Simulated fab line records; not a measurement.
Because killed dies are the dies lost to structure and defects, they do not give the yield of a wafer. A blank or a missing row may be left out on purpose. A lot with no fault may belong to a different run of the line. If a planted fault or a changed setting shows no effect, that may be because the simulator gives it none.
One fault through the eyes of 2 desks ; flow rit-cmos ; each desk has only its own numbers; what lay behind them comes last

## AT THE METROLOGY DESK
Lot by lot, what the gauges showed, no matter which tool ran the lot: averages of those sampled wafers that carry a number. The brackets show how far a lot's mean lies from the usual mean; more than 4 standard deviations puts the lot out of limits, marked OUT.
Columns: A = PLDD_TW at RIT_PLDD_TW_MEAS_10, usual 2375; B = NLDD_RS at RIT_SDANNEAL_RS_MEAS_07, usual 151.4 ohm/sq
lot;first seen here;A;B
L148;day 2 20:50;2368;151.3
L151;day 3 10:54;2361;151.8
L152;day 3 16:25;2363;151.2
L153;day 3 21:49;2354;151.6
L154;day 4 01:40;2369;152.6
L155;day 4 05:34;2389;150.4
L156;day 4 12:44;2378;151.4
L157;day 4 19:13;2367;151.2
L159;day 5 02:54;2376;150.8
L163;day 5 23:07;2375;150.7
L164;day 6 05:29;2394;151.5
L167;day 6 18:23;2413;151.5
L171;day 7 14:52;2365;151.6
This desk found nothing out of limits on any of the 13 lots.

## THE TOOL OWNER'S DESK: rie-metal-02
The tool's own readings at RIT_M1_METAL_ETCH_12 (etches Al in Cl2/BCl3, stops on SiO2, time 165 s, target depth 600 nm): means of the sampled wafers that have a number, for each lot that ran on this tool. The brackets show how far a lot's mean lies from the usual mean; more than 4 standard deviations puts the lot out of limits, marked OUT.
Columns: A = bcl3-flow-sccm at RIT_M1_METAL_ETCH_12, usual 50.01 sccm; B = drypump-motor-current-A at RIT_M1_METAL_ETCH_12, usual 5.9 A; C = oes-product-au at RIT_M1_METAL_ETCH_12, usual 0.772 a.u.; D = throttle-valve-pct at RIT_M1_METAL_ETCH_12, usual 8.33 %
lot;first seen here;A;B;C;D
L148;day 3 08:00;49.85;6.6;0.762;8.36
L151;day 3 22:24;50.13;6.4;0.766;8.34
L154;day 4 12:56;50.08;6.2;0.772;8.33
L157;day 5 06:54;49.94;6.4;0.771;8.34
L167;day 7 06:38;50.10;6.4;0.767;8.34
This desk found nothing out of limits on any of the 5 lots.

## TAKEN TOGETHER
Metrology desk: nothing out of limits seen.
The desk of the tool owner found nothing out of limits.

## WHAT WAS PUT IN BY THE SIMULATOR
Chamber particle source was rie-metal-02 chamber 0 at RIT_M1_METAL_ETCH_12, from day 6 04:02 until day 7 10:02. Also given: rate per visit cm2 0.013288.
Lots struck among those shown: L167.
